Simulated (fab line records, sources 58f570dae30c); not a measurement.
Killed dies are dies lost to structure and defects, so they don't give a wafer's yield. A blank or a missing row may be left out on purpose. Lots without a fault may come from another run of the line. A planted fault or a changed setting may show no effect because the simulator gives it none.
fab line records | flow berkeley_cmos170
record lots=13 wafers=39 last_day=13
route steps=331 shown NWELL@18
lots that met no fault: from a run of the same line without faults
start_h: hours from the record's first day to the start of the lot's first wafer shown | wait_h: hours since the lot's step before | " the same as in the row above | L1.1+2: a row that stands for several wafers | - no value, or no start given | * or withheld: withheld | < > ~ a bound
route shown NAME@n: a module of which the file shows steps, and the number in the route of the first | usual: mean/standard deviation of fault-free wafers | same: alike in all rows | chamber/n: place in a boat | sites: the reading at each site | _std_site: their standard deviation | _edge_site: outer sites' mean less inner sites' | radius_mm: how far each site lies from the wafer's centre | mask NAME#n: copy n | behind: the tool/chamber that last shaped the wafer | hold: why the lot was held/for how many hours/how that ended | device: the transistor (n, p or np) that didn't switch | end of line: the same wafers' tests at the end of the route | a step without rows: its recipe alone | killed: dies lost to structure and defects at the first sort, not the wafer's yield | map: a wafer's dies, x killed, . not, _ none there
set.NAME: the setting as run; set.NAME@STEP: as run at that earlier step | model.NAME: the simulator's own value behind a step, which no gauge read
steps of the route over a sample of lots; a table a step, a row a wafer
services: from which hour (start_h, from the record's first day; less than 0 if before it) a tool's chamber was out of use, for how many hours, and why
## steps
# step UCB170_NWELL_CVD_04
# recipe material=Si3N4 target_thk_nm=224 temp_c=800 precursor=SiH2Cl2/NH3 time_s=3360 pressure_mtorr=200 sih2cl2_flow_sccm=25 nh3_flow_sccm=75
# usual nh3_flow_sccm=75.04/0.22
# columns lot.wafer tool chamber start_h wait_h nh3_flow_sccm
L464.1 lpcvd-02 1 31.57 0.0 75.09
L464.2 " 1 " " 75.10
L464.6 " 1 " " 75.24
L465.1 lpcvd-02 1 31.57 0.0 75.24
L465.2 " 1 " " 74.92
L465.3 " 1 " " 75.17
L466.1 lpcvd-02 1 40.34 1.0 74.92
L466.3 " 1 " " 74.89
L466.5 " 1 " " 74.63
L468.3 lpcvd-02 0 45.11 0.0 74.94
L468.4 " 0 " " 74.98
L468.6 " 0 " " 74.92
L469.1 lpcvd-02 0 52.36 0.0 75.05
L469.2 " 0 " " 75.05
L469.6 " 0 " " 75.07
L477.2 lpcvd-01 0 92.18 0.6 75.18
L477.4 " 0 " " 74.96
L477.6 " 0 " " 75.26
L481.2 lpcvd-01 0 113.50 0.4 75.32
L481.3 " 0 " " 75.16
L481.5 " 0 " " 75.79
L482.3 lpcvd-01 1 117.58 0.3 75.19
L482.5 " 1 " " 74.91
L482.6 " 1 " " 74.79
L483.2 lpcvd-01 1 123.34 1.0 75.05
L483.4 " 1 " " 75.02
L483.6 " 1 " " 75.41
L484.2 lpcvd-02 1 134.91 0.0 74.60
L484.3 " 1 " " 74.76
L484.5 " 1 " " 74.67
L485.1 lpcvd-02 0 134.91 0.0 75.03
L485.5 " 0 " " 74.75
L485.6 " 0 " " 74.72
L486.1 lpcvd-01 0 143.06 0.7 74.87
L486.2 " 0 " " 74.88
L486.5 " 0 " " 75.17
L487.3 lpcvd-02 0 144.20 0.6 75.23
L487.4 " 0 " " 75.35
L487.5 " 0 " " 75.03
# step UCB170_NWELL_THK_MEAS_05
# recipe reads=Si3N4_of_NWELL_CVD_04
# usual NWELL_NITRIDE_THK=225.1/2.4
# columns lot.wafer tool chamber start_h wait_h NWELL_NITRIDE_THK[nm]
L464.1 film_metro-04 - 33.51 0.0 224.5
L464.2 " - " " 226.2
L464.6 " - " " 225.1
L465.1 film_metro-03 - 33.51 0.0 224.1
L465.2 " - " " 224.7
L465.3 " - " " 223.1
L466.1 film_metro-04 - 42.27 0.0 225.5
L466.3 " - " " 225.7
L466.5 " - " " 226.5
L468.3 film_metro-04 - 47.07 0.0 254.1
L468.4 " - " " 253.9
L468.6 " - " " 252.1
L469.1 film_metro-03 - 54.30 0.0 247.8
L469.2 " - " " 247.7
L469.6 " - " " 248.7
L477.2 film_metro-03 - 94.12 0.0 227.4
L477.4 " - " " 229.8
L477.6 " - " " 229.1
L481.2 film_metro-04 - 115.45 0.0 220.2
L481.3 " - " " 218.0
L481.5 " - " " 219.7
L482.3 film_metro-03 - 119.53 0.0 226.5
L482.5 " - " " 226.9
L482.6 " - " " 227.1
L483.2 film_metro-01 - 125.29 0.0 223.2
L483.4 " - " " 224.4
L483.6 " - " " 225.0
L484.2 film_metro-01 - 136.93 0.1 226.8
L484.3 " - " " 226.1
L484.5 " - " " 227.9
L485.1 film_metro-03 - 136.95 0.1 227.1
L485.5 " - " " 224.6
L485.6 " - " " 227.8
L486.1 film_metro-04 - 144.99 0.0 223.5
L486.2 " - " " 224.6
L486.5 " - " " 225.1
L487.3 film_metro-01 - 146.15 0.0 223.1
L487.4 " - " " 224.7
L487.5 " - " " 225.0
# step UCB170_NWELL_ETCH_13
# recipe chemistry=CH3F/Ar/O2 target=Si3N4 stop_on=SiO2 CH3F_flow_sccm=20 Ar_flow_sccm=50 O2_flow_sccm=7 pressure_mtorr=50 rf_w=450 target_depth_a=2464 over_etch_frac=0.1 time_s=154
# usual chamber_pressure_mTorr=50.00/0.042 drypump_motor_current_A=5.8/0.43 oes_product_au=0.939/0.0092 throttle_valve_pct=8.02/0.092
# columns lot.wafer tool chamber start_h wait_h chamber_pressure_mTorr drypump_motor_current_A oes_product_au rf_hours_counter_h throttle_valve_pct
L464.1 rie_diel-01 2 34.65 0.0 49.98 6.0 0.942 66 7.96
L464.2 " 3 " " 49.96 5.1 0.929 173 8.04
L464.6 " 0 " " 50.02 5.7 0.940 - 8.17
L465.1 rie_diel-02 1 34.89 0.0 50.06 5.2 0.942 1 8.12
L465.2 " 2 " " 50.02 6.7 0.938 45 8.01
L465.3 " 3 " " 49.99 5.9 0.932 80 7.94
L466.1 rie_diel-03 2 43.37 0.0 50.01 5.8 0.945 81 8.04
L466.3 " 1 " " 49.99 5.6 0.946 67 8.18
L466.5 " 2 " " 49.96 5.8 0.937 - 8.04
L468.3 rie_diel-02 3 47.98 0.0 50.06 5.9 0.998 81 7.92
L468.4 " 2 " " 49.93 6.7 1.007 45 8.00
L468.6 " 2 " " 50.07 6.7 1.002 - 8.00
L469.1 rie_diel-03 2 55.28 0.0 49.98 5.8 0.983 82 8.07
L469.2 " 0 " " 49.98 6.2 0.984 151 8.03
L469.6 " 0 " " 50.05 6.2 0.998 - 8.06
L477.2 rie_diel-02 3 95.51 0.0 49.89 5.9 0.937 83 7.93
L477.4 " 0 " " 49.95 6.3 0.946 141 7.97
L477.6 " 0 " " 50.03 6.3 0.936 - 7.96
L481.2 rie_diel-01 2 117.15 0.0 49.95 6.0 0.927 71 7.97
L481.3 " 3 " " 50.12 5.1 0.923 3 8.05
L481.5 " 1 " " 50.00 5.4 0.916 - 7.86
L482.3 rie_diel-03 3 120.68 0.0 49.99 5.4 0.944 12 7.94
L482.5 " 1 " " 49.94 5.6 0.944 - 8.18
L482.6 " 0 " " 49.99 6.2 0.945 - 8.05
L483.2 rie_diel-01 3 126.21 0.0 49.99 5.1 0.936 4 8.03
L483.4 " 2 " " 50.01 6.0 0.939 71 7.96
L483.6 " 1 " " 50.01 5.5 0.937 - 7.86
L484.2 rie_diel-01 3 137.98 0.0 49.99 5.1 0.952 4 8.04
L484.3 " 0 " " 49.99 5.8 0.945 116 8.16
L484.5 " 1 " " 50.04 5.5 0.943 - 7.88
L485.1 rie_diel-02 2 138.25 0.0 49.98 6.7 0.949 49 8.00
L485.5 " 1 " " 50.00 5.2 0.944 - 8.11
L485.6 " 0 " " 49.89 6.3 0.935 - 7.97
L486.1 rie_diel-03 2 146.26 0.0 49.96 5.8 0.937 84 8.05
L486.2 " 0 " " 50.00 6.2 0.936 155 8.04
L486.5 " 2 " " 50.04 5.8 0.927 - 8.06
L487.3 rie_diel-02 1 147.71 0.0 50.01 5.2 0.936 6 8.12
L487.4 " 2 " " 49.95 6.6 0.954 50 8.03
L487.5 " 1 " " 49.90 5.2 0.953 - 8.10
## services
# columns tool chamber start_h hours kind
rie_diel-01 3 9.32 2.5 repair
rie_diel-01 3 41.64 - clean
rie_diel-01 3 41.64 16.2 scheduled_down
rie_diel-01 3 41.64 16.2 vent_cycle
rie_diel-03 2 65.71 9.4 repair
rie_diel-02 0 72.72 9.5 repair
rie_diel-02 2 101.59 4.0 repair
lpcvd-02 - 114.78 14.6 pm
rie_diel-03 2 118.40 7.2 repair
rie_diel-03 0 147.03 - clean
rie_diel-03 0 147.03 20.4 scheduled_down
rie_diel-03 0 147.03 20.4 vent_cycle
## key
first_sign step=UCB170_NWELL_THK_MEAS_05 reading=NWELL_NITRIDE_THK direction=up sigmas=11 usual=225.1 struck=250.7
effect step=UCB170_NWELL_ETCH_13 reading=oes_product_au direction=up sigmas=6.1 usual=0.939 struck=0.995
met_at UCB170_NWELL_CVD_04
struck_lots L468,L469
later_rows_left_out L468.4,L468.6,L469.1,L469.2,L469.6
sort_left_out L468.3,L468.4,L468.6,L469.1,L469.2,L469.6
tester_left_out L468,L469
onset_between 40.34 45.11
fault kind=process_parameter_drift tool=lpcvd-02 chamber=- onset_h=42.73 steps=UCB170_NWELL_CVD_04 channel=time_s offset=* shape=step end_h=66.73 acts_in=* stated=*
# tester_left_out: of these lots the tester's yield and bins aren't shown, on N5 and GAA mostly nor the transistor test; their killed dies are dies lost to structure and defects alone, not to doping, threshold or leakage, so they don't give the yield
# sort_left_out: the simulated sort isn't trusted on such a fault, so these wafers' sort isn't shown, and their yield isn't known
# later_rows_left_out: the simulator's readings of these wafers behind a module that went badly wrong aren't trusted and aren't shown, but for the sort
